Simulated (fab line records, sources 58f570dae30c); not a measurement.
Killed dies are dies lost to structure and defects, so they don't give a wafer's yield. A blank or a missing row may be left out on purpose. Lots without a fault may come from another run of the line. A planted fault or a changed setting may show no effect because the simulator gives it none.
Split-lot experiment | flow berkeley_cmos170 | 5 lots, 23 wafers read, on a route of 331 steps

THE SPLIT
At UCB170_CONTACT_CVD_01 (deposits PSG from SiH4/O2/PH3, target thk 700 nm, time 2820 s), the setting pressure_mtorr was moved away from the recipe's 300 mTorr on 5 of the 23 wafers read, by +14.5%. The other wafers ran this setting at the recipe's value.

The file shows no step between the split and the reading.

THE READING
CONTACT_PSG_THK, in nm, at UCB170_CONTACT_THK_MEAS_02. Fault-free wafers of this fab line usually give 699 nm, standard deviation 5.7 nm.

wafer  | tool, chamber at the split | pressure_mtorr as run, mTorr | against the recipe | CONTACT_PSG_THK, nm | against lot-mates on the recipe
L074.1 | -, -                       | 343.5                        | +14.5%             | 757                 | no lot-mate on the recipe
L074.2 | -, -                       | 343.5                        | +14.5%             | 757                 | no lot-mate on the recipe
L074.3 | -, -                       | 343.5                        | +14.5%             | 757                 | no lot-mate on the recipe
L074.4 | -, -                       | 343.5                        | +14.5%             | 758                 | no lot-mate on the recipe
L074.6 | -, -                       | 343.5                        | +14.5%             | 755                 | no lot-mate on the recipe
L076.2 | lpcvd-02, 1                | 300                          | recipe             | 690                 | -
L076.3 | lpcvd-02, 1                | 300                          | recipe             | 694                 | -
L076.5 | lpcvd-02, 1                | 300                          | recipe             | 687                 | -
L079.1 | -, -                       | 300                          | recipe             | 696                 | -
L079.2 | -, -                       | 300                          | recipe             | 701                 | -
L079.3 | -, -                       | 300                          | recipe             | 698                 | -
L079.5 | -, -                       | 300                          | recipe             | 701                 | -
L079.6 | -, -                       | 300                          | recipe             | 698                 | -
L078.1 | -, -                       | 300                          | recipe             | 701                 | -
L078.3 | -, -                       | 300                          | recipe             | 704                 | -
L078.4 | -, -                       | 300                          | recipe             | 710                 | -
L078.5 | -, -                       | 300                          | recipe             | 701                 | -
L078.6 | -, -                       | 300                          | recipe             | 706                 | -
L080.1 | -, -                       | 300                          | recipe             | 693                 | -
L080.3 | -, -                       | 300                          | recipe             | 696                 | -
L080.4 | -, -                       | 300                          | recipe             | 698                 | -
L080.5 | -, -                       | 300                          | recipe             | 696                 | -
L080.6 | -, -                       | 300                          | recipe             | 695                 | -

THE FIT
A straight line over all 23 wafers: CONTACT_PSG_THK changes by +4.05 nm for each +1% of pressure_mtorr; r = +0.98; the points scatter about the line by 5 nm.
Too few moved wafers have a lot-mate on the recipe to fit a line with each lot's own level taken away.

THE WHOLE CHAIN: every reading that the file lists as answering this split, in the file's order
step                       | what it does                                                  | reading                                                                       | change (the file's fit)              | r (the file's)
UCB170_CONTACT_CVD_01      | deposits PSG from SiH4/O2/PH3, target thk 700 nm, time 2820 s | PSG_of_CONTACT_CVD_01.thk_nm (the simulator's own value, which no gauge read) | +4.11 nm for each +1% of the setting | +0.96
UCB170_CONTACT_THK_MEAS_02 |                                                               | CONTACT_PSG_THK                                                               | +4.06 for each +1% of the setting    | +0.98

THE FILE'S OWN FIT
CONTACT_PSG_THK changes by +4.06 nm for each +1% of pressure_mtorr, r = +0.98.
